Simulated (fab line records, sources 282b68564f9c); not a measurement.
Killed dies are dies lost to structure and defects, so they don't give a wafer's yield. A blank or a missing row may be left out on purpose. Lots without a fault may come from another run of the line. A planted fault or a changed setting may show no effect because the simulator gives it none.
fab line records | flow rit_cmos
record lots=6 wafers=18 last_day=7
route steps=202 shown NWELL@28 PWELL@39 M1@202
lots that met no fault: from a run of the same line without faults
start_h: hours from the record's first day to the start of the lot's first wafer shown | wait_h: hours since the lot's step before | " the same as in the row above | L1.1+2: a row that stands for several wafers | - no value, or no start given | * or withheld: withheld | < > ~ a bound
route shown NAME@n: a module of which the file shows steps, and the number in the route of the first | usual: mean/standard deviation of fault-free wafers | same: alike in all rows | chamber/n: place in a boat | sites: the reading at each site | _std_site: their standard deviation | _edge_site: outer sites' mean less inner sites' | radius_mm: how far each site lies from the wafer's centre | mask NAME#n: copy n | behind: the tool/chamber that last shaped the wafer | hold: why the lot was held/for how many hours/how that ended | device: the transistor (n, p or np) that didn't switch | end of line: the same wafers' tests at the end of the route | a step without rows: its recipe alone | killed: dies lost to structure and defects at the first sort, not the wafer's yield | map: a wafer's dies, x killed, . not, _ none there
set.NAME: the setting as run; set.NAME@STEP: as run at that earlier step | model.NAME: the simulator's own value behind a step, which no gauge read
lots at some steps of the route; a table a step, a row a wafer
services: from which hour (start_h, from the record's first day; less than 0 if before it) a tool's chamber was out of use, for how many hours, and why
## steps
# step RIT_NWELL_HMDS_00
# recipe prime_time_s=60 prime_temp_c=140
# step RIT_NWELL_COAT_01
# recipe resist=NOVOLAK spin_rpm=2000 resist_thk_nm=1300
# step RIT_NWELL_SOFTBAKE_02
# recipe resist=NOVOLAK temp_c=90 time_s=60
# step RIT_NWELL_EXPOSE_03
# recipe mask_id=M2 na=0.57 target_cd_nm=43900 dose_mj=250
# step RIT_NWELL_PEB_04
# recipe resist=NOVOLAK temp_c=withheld time_s=withheld
# step RIT_NWELL_DEVELOP_05
# recipe resist=NOVOLAK develop_time_s=68 dev_temp_c=23
# step RIT_NWELL_OVL_MEAS_06
# usual NWELL_OVL=-0.8/1.4
# columns lot.wafer tool chamber start_h wait_h NWELL_OVL[nm]
L596.2 overlay-02 - 34.35 - -1.3
L596.3 " - " " -1.9
L596.6 " - " " -1.7
L603.2 overlay-01 - 65.39 - 0.0
L603.3 " - " " -0.2
L603.4 " - " " -1.5
L605.1 overlay-02 - 76.93 - -0.4
L605.3 " - " " -2.3
L605.4 " - " " 0.5
L606.1 overlay-01 - 82.03 - -1.7
L606.2 " - " " 1.4
L606.6 " - " " 0.9
L607.1 overlay-02 - 87.06 - -1.4
L607.2 " - " " 0.2
L607.3 " - " " 0.8
L612.2 overlay-02 - 111.03 - -1.0
L612.3 " - " " 0.5
L612.5 " - " " -2.4
# step RIT_NWELL_HARDBAKE_07
# recipe resist=NOVOLAK temp_c=140 time_s=120
# step RIT_NWELL_IMPLANT_08
# recipe species=P energy_kev=170 dose_cm2=5e+13 tilt_deg=7
# step RIT_NWELL_STRIP_09
# recipe chemistry=O2 time_s=180 resist=NOVOLAK platen_temp_c=withheld power_w=500 pressure_mtorr=4000 o2_flow_sccm=4000
# usual drypump_motor_current_A=6.0/0.32
# columns lot.wafer tool chamber start_h wait_h drypump_motor_current_A rf_hours_counter_h
L596.2 plasma_asher-03 1 34.78 0.1 5.9 39
L596.3 " 0 " " 6.0 -
L596.6 " 0 " " 6.0 -
L603.2 plasma_asher-01 1 65.82 0.1 5.0 27
L603.3 " 0 " " 5.5 -
L603.4 " 1 " " 5.0 -
L605.1 plasma_asher-04 1 77.36 0.1 6.3 43
L605.3 " 1 " " 6.3 -
L605.4 " 0 " " 6.2 -
L606.1 plasma_asher-04 0 82.47 0.1 6.1 43
L606.2 " 1 " " 6.3 43
L606.6 " 0 " " 6.1 -
L607.1 plasma_asher-03 1 87.60 0.1 5.9 44
L607.2 " 0 " " 6.0 44
L607.3 " 1 " " 5.9 -
L612.2 plasma_asher-04 1 111.46 0.1 6.3 47
L612.3 " 1 " " 6.3 -
L612.5 " 0 " " 6.2 -
# step RIT_NWELL_TW_MEAS_10
# usual NWELL_TW=2141/20
# columns lot.wafer tool chamber start_h wait_h NWELL_TW
L596.2 film_metro-03 - 34.96 0.1 2158
L596.3 " - " " 2150
L596.6 " - " " 2157
L603.2 film_metro-03 - 66.01 0.1 2173
L603.3 " - " " 2182
L603.4 " - " " 2170
L605.1 film_metro-02 - 77.54 0.1 2145
L605.3 " - " " 2141
L605.4 " - " " 2144
L606.1 film_metro-03 - 82.64 0.1 2164
L606.2 " - " " 2176
L606.6 " - " " 2174
L607.1 film_metro-02 - 87.77 0.1 2137
L607.2 " - " " 2154
L607.3 " - " " 2140
L612.2 film_metro-02 - 111.64 0.1 2167
L612.3 " - " " 2158
L612.5 " - " " 2156
# step RIT_PWELL_HMDS_00
# recipe prime_time_s=60 prime_temp_c=140
# step RIT_PWELL_COAT_01
# recipe resist=NOVOLAK spin_rpm=2000 resist_thk_nm=1300
# usual exhaust_pa=45.0/0.78 resist_line_temp_C=22.99/0.11
# columns lot.wafer tool chamber start_h wait_h exhaust_pa resist_line_temp_C model.NOVOLAK_of_PWELL_COAT_01.thk_nm
L596.2 litho_track-03 0 35.19 0.1 44.9 22.97 1303
L596.3 " 0 " " 45.2 23.02 1296
L596.6 " 0 " " 44.7 22.81 1297
L603.2 litho_track-04 0 66.23 0.1 46.9 23.28 1296
L603.3 " 0 " " 45.3 22.98 1300
L603.4 " 0 " " 44.6 22.99 1301
L605.1 litho_track-03 0 77.75 0.1 46.3 22.89 1302
L605.3 " 0 " " 45.6 22.77 1299
L605.4 " 0 " " 45.8 23.01 1302
L606.1 litho_track-04 0 82.85 0.1 46.7 23.00 1554
L606.2 " 0 " " 46.1 22.92 1550
L606.6 " 0 " " 45.7 22.90 1548
L607.1 litho_track-04 0 88.01 0.1 44.4 23.04 1549
L607.2 " 0 " " 43.3 23.07 1548
L607.3 " 0 " " 44.3 23.07 1542
L612.2 litho_track-02 0 111.87 0.1 45.0 22.94 1302
L612.3 " 0 " " 45.0 22.98 1305
L612.5 " 0 " " 45.4 22.88 1306
# step RIT_PWELL_SOFTBAKE_02
# recipe resist=NOVOLAK temp_c=90 time_s=60
# step RIT_PWELL_EXPOSE_03
# recipe mask_id=M3 na=0.57 target_cd_nm=43700 dose_mj=250
# step RIT_PWELL_PEB_04
# recipe resist=NOVOLAK temp_c=withheld time_s=withheld
# step RIT_PWELL_DEVELOP_05
# recipe resist=NOVOLAK develop_time_s=68 dev_temp_c=23
# step RIT_PWELL_OVL_MEAS_06
# usual PWELL_OVL=-1.6/1.3
# columns lot.wafer tool chamber start_h wait_h PWELL_OVL[nm]
L596.2 overlay-02 - 36.02 - -0.3
L596.3 " - " " -1.3
L596.6 " - " " -1.1
L603.2 overlay-02 - 67.01 - -2.1
L603.3 " - " " -1.8
L603.4 " - " " -2.8
L605.1 overlay-01 - 78.72 - -1.8
L605.3 " - " " -0.4
L605.4 " - " " -1.4
L606.1 overlay-02 - 83.71 - -0.9
L606.2 " - " " -2.1
L606.6 " - " " -0.2
L607.1 overlay-01 - 88.74 - -3.9
L607.2 " - " " -2.3
L607.3 " - " " -1.6
L612.2 overlay-02 - 112.64 - -0.5
L612.3 " - " " -2.4
L612.5 " - " " -1.4
# step RIT_PWELL_HARDBAKE_07
# recipe resist=NOVOLAK temp_c=140 time_s=120
# usual exhaust_pa=44.8/0.83 resist_line_temp_C=23.00/0.1
# columns lot.wafer tool chamber start_h wait_h exhaust_pa resist_line_temp_C model.NOVOLAK_of_PWELL_COAT_01.thk_nm
L596.2 litho_track-03 0 36.09 0.1 45.1 22.98 1139
L596.3 " 0 " " 44.2 22.92 1133
L596.6 " 0 " " 45.0 23.23 1135
L603.2 litho_track-04 0 67.08 0.1 45.2 22.72 1133
L603.3 " 0 " " 44.8 23.07 1137
L603.4 " 0 " " 44.1 22.87 1138
L605.1 litho_track-02 0 78.75 0.0 44.0 22.98 1139
L605.3 " 0 " " 44.9 22.97 1136
L605.4 " 0 " " 44.8 23.08 1139
L606.1 litho_track-04 0 83.75 0.0 44.4 22.95 1355
L606.2 " 0 " " 45.8 22.97 1352
L606.6 " 0 " " 45.1 22.94 1350
L607.1 litho_track-04 0 88.78 0.0 43.6 22.99 1351
L607.2 " 0 " " 43.7 22.94 1350
L607.3 " 0 " " 45.5 23.01 1345
L612.2 litho_track-03 0 112.71 0.1 46.2 22.89 1138
L612.3 " 0 " " 45.3 22.98 1141
L612.5 " 0 " " 46.7 22.78 1142
# step RIT_PWELL_IMPLANT_08
# recipe species=B energy_kev=170 dose_cm2=7e+13 tilt_deg=7
# step RIT_M1_PROBE_99
# usual killed_at_front_end=7/3 killed_dies=7/3 killed_open=3.4/1.8 killed_short=3.8/2.1
# same gross_dies=264 killed_at_M0_to_M3=0 killed_at_M4_up=0 killed_at_back_side=0 killed_at_contacts=0 killed_at_other=0
# columns lot.wafer tool chamber start_h wait_h killed_at_front_end killed_dies killed_open killed_short
L596.2 prober-01 - 72.47 0.1 9 9 3 6
L596.3 prober-01 - 72.52 0.2 11 11 5 6
L596.6 prober-01 - 72.67 0.2 8 8 4 4
L603.2 prober-01 - 103.44 0.1 6 6 2 4
L603.3 prober-01 - 103.49 0.2 10 10 3 6
L603.4 prober-01 - 103.54 0.2 6 6 6 0
L607.1 prober-01 - 127.21 0.1 5 5 4 1
L607.2 prober-01 - 127.26 0.1 5 5 4 1
L607.3 prober-01 - 127.31 0.2 5 5 3 2
# killed by level:class
L596.2 GATE:geometric_particle:short=3 GATE:geometric_particle:open=2 REOX:geometric_particle:open=1 REOX:geometric_particle:short=1 SPACER:geometric_particle:short=1 SILICIDE:geometric_particle:short=1
L596.3 GATE:geometric_particle:short=5 GATE:geometric_particle:open=3 REOX:geometric_particle:open=2 SILICIDE:geometric_particle:short=1
L596.6 GATE:geometric_particle:open=4 GATE:geometric_particle:short=2 SILICIDE:geometric_particle:short=2
L603.2 GATE:geometric_particle:short=3 REOX:geometric_particle:short=1 REOX:geometric_particle:open=1 SILICIDE:geometric_particle:open=1
L603.3 GATE:geometric_particle:short=3 SPACER:geometric_particle:short=2 SILICIDE:geometric_particle:open=2 FOX2:geometric_particle:open=1 SILICIDE:geometric_particle:short=1 PRETRO:coat_microbubble_printed=1
L603.4 GATE:geometric_particle:open=4 FOX1:geometric_particle:open=1 SILICIDE:geometric_particle:open=1
L607.1 FOX1:geometric_particle:open=2 FOX1:geometric_particle:short=1 FOX2:geometric_particle:open=1 GATE:geometric_particle:open=1
L607.2 GATE:geometric_particle:open=4 FOX1:geometric_particle:short=1
L607.3 ACTIVE:geometric_particle:open=1 GATE:geometric_particle:open=1 GATE:geometric_particle:short=1 REOX:geometric_particle:short=1 SPACER:geometric_particle:open=1
## services
# columns tool chamber start_h hours kind
plasma_asher-04 - 12.91 14.6 pm
plasma_asher-03 - 76.25 2.9 repair
plasma_asher-04 - 78.88 2.8 pm
plasma_asher-03 - 108.75 9.0 pm
plasma_asher-03 0 108.75 9.0 vent_cycle
plasma_asher-03 1 108.75 9.0 vent_cycle
## key
first_sign none at tools or gauges
model_effect step=RIT_PWELL_COAT_01 value=NOVOLAK_of_PWELL_COAT_01.thk_nm without=1298 struck=1548
model_effect step=RIT_PWELL_HARDBAKE_07 value=NOVOLAK_of_PWELL_COAT_01.thk_nm without=1135 struck=1351
met_at RIT_PWELL_COAT_01
struck_wafers L606.1,L606.2,L606.6,L607.1,L607.2,L607.3
tester_left_out L606,L607
onset_between 66.23 82.85
fault kind=process_parameter_drift tool=litho_track-04 chamber=- onset_h=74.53 steps=RIT_PWELL_COAT_01 channel=resist_thk_nm offset=250.58 shape=step end_h=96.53 acts_in=these_recipes_only stated=1300
# tester_left_out: of these lots the tester's yield and bins aren't shown, on N5 and GAA mostly nor the transistor test; their killed dies are dies lost to structure and defects alone, not to doping, threshold or leakage, so they don't give the yield
